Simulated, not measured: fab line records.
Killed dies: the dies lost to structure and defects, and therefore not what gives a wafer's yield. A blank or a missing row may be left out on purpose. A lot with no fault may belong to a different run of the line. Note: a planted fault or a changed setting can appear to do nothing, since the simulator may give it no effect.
Struck lot and sound lot, side by side	flow rit_cmos	19 out of 202 route steps
Sound: wafers L316.3, L316.5, L316.6. Wafers L330.2, L330.4, L330.6 were the ones struck. The cause is named last.
At each step with rows: each side's tool, then ch and its chambers, then its first start. Under that, the readings that differ: sound wafers	struck wafers	difference of the means	sigmas: that difference in standard deviations of wafers without a fault.
alike: readings whose means differ by less than 2 such deviations, and words and numbers that are the same on both sides. not compared: withheld readings, readings that some wafer has no value for, bounds like >300 that may hide the same value, and numbers for which the record gives no deviation and whose values overlap.
A row with sigmas, a row that says differs or no value, or rows on one side alone: a step with any of these is where the two part. Numbers that don't overlap but have no deviation are shown without sigmas and don't part them. A reading that every wafer of one side lacks parts them only if that side has two wafers or more.

first, 1 step without rows for these wafers: RIT_SILICIDE_WET_ETCH_00 (etches SiO2 in BOE, target depth 14 nm, time 15 s).
RIT_SILICIDE_SPUTTER_01: material Ti, target thk 30 nm, time 240 s.
  sound: pvd_sputter-03 at day 3 11:53; struck: pvd_sputter-04 at day 6 21:38
  alike: throttle_valve_pct
RIT_SILICIDE_RS_MEAS_02: the measuring method here is four-point-probe.
  sound: film_metro-02 at day 3 12:04; struck: film_metro-02 at day 6 21:49
  alike: SILICIDE_TI_RS
RIT_SILICIDE_THK_MEAS_03: measures by xrf.
  sound: film_metro-02 at day 3 12:10; struck: film_metro-02 at day 6 21:55
  alike: SILICIDE_TI_THK
RIT_SILICIDE_RTA_04: time 10 s, ramp up 5 s, ramp down 5 s.
  sound on rtp_anneal-01 ch 0, day 3 12:14; struck on rtp_anneal-01 ch 0, day 6 21:59
  alike: chamber_o2_ppm, wafer_temp_C_max
then, 1 step without rows for these wafers: RIT_SILICIDE_WET_ETCH_05 (etches Ti in SPM, time 120 s).
RIT_SILICIDE_RTA_06: time 10 s, ramp up 5 s, ramp down 10 s.
  sound on rtp_anneal-02 ch 0, day 3 12:20; struck on rtp_anneal-02 ch 0, day 6 22:05
  alike: chamber_o2_ppm, wafer_temp_C_max
RIT_CONTACT_CVD_00: deposits SiO2 from TEOS, target thk 400 nm, time 61 s.
  sound on pecvd-01 ch 0,1,2, day 3 12:23; struck on pecvd-01 ch 0,1,2, day 6 22:08
  alike: heater_power_w
RIT_CONTACT_THK_MEAS_01:
  sound: film_metro-04 at day 3 12:27; struck: film_metro-03 at day 6 22:12
  alike: CONTACT_TEOS_THK
then, 3 steps without rows for these wafers: RIT_CONTACT_HMDS_02 (prime time 60 s); RIT_CONTACT_COAT_03 (resist thk 1000 nm); RIT_CONTACT_SOFTBAKE_04 (time 60 s).
RIT_CONTACT_EXPOSE_05: exposes mask M11, target cd 1000 nm.
  sound on iline_stepper-02 ch 0, day 3 13:07; struck on iline_stepper-02 ch 0, day 6 22:51
reading	sound	struck	difference	sigmas
model.CONTACT.overlay_x_nm (nm)	-0.1284 -0.1284 -0.1284	237.1 237.1 237.1	+237.2	
  alike: mask
then, 2 steps without rows for these wafers: RIT_CONTACT_PEB_06; RIT_CONTACT_DEVELOP_07 (develop time 120 s).
RIT_CONTACT_CD_MEAS_08: the cd target is 1000 nm.
  sound: cd_sem-02 at day 3 13:38; struck: cd_sem-01 at day 6 23:22
reading	sound	struck	difference	sigmas
cd_nm (nm)	999.9 1001.2 1001.5	995.2 994.5 995.5	-5.8	-2
RIT_CONTACT_OVL_MEAS_09:
  sound: overlay-02 at day 3 13:43; struck: overlay-01 at day 6 23:28
reading	sound	struck	difference	sigmas
CONTACT_OVL (nm)	-0.6 1.0 -1.0	237.9 239.7 239.8	+239.3	+99 or more
then, 1 step without rows for these wafers: RIT_CONTACT_HARDBAKE_10 (time 60 s).
RIT_M1_PROBE_99:
  sound: prober-01 at day 3 18:59; struck: prober-02 at day 7 04:44
reading	sound	struck	difference	sigmas
model.etest.contact_to_gate.over_limit	0 0 0	1 1 1	+1	
model.etest.contact_to_gate.short	0 0 0	1 1 1	+1	
model.etest.nmos_0p15.junction_log10_a_um	-13.5 -13.56 -13.62	-13.09 -13.37 -13.23	+0.33	
model.etest.nmos_narrow.off_log10_a_um	-13.25 -13.37 -13.43	-12.95 -13.23 -13.1	+0.26	
model.etest.nmos_0p3.off_log10_a_um	-13.14 -13.16 -13.27	-12.89 -13 -12.98	+0.23	
model.etest.gate_end_array.leak_log10_a_um	-12.93 -13.04 -13.08	-12.67 -12.87 -12.7	+0.27	
model.etest.contact_diode_array.leak_log10_a (angstrom)	-9.446 -9.49 -9.645	-9.334 -9.397 -9.426	+0.141	
  alike: killed_at_front_end, killed_dies, killed_open, killed_short
  not compared: model.etest.pmos_0p15.junction_log10_a_um

## WHERE THEY PART
Earliest at RIT_CONTACT_CD_MEAS_08; latest, in this record, at RIT_CONTACT_OVL_MEAS_09. Later steps at which nothing parts them and some readings are alike: RIT_M1_PROBE_99.

WHY: the cause the simulator had injected
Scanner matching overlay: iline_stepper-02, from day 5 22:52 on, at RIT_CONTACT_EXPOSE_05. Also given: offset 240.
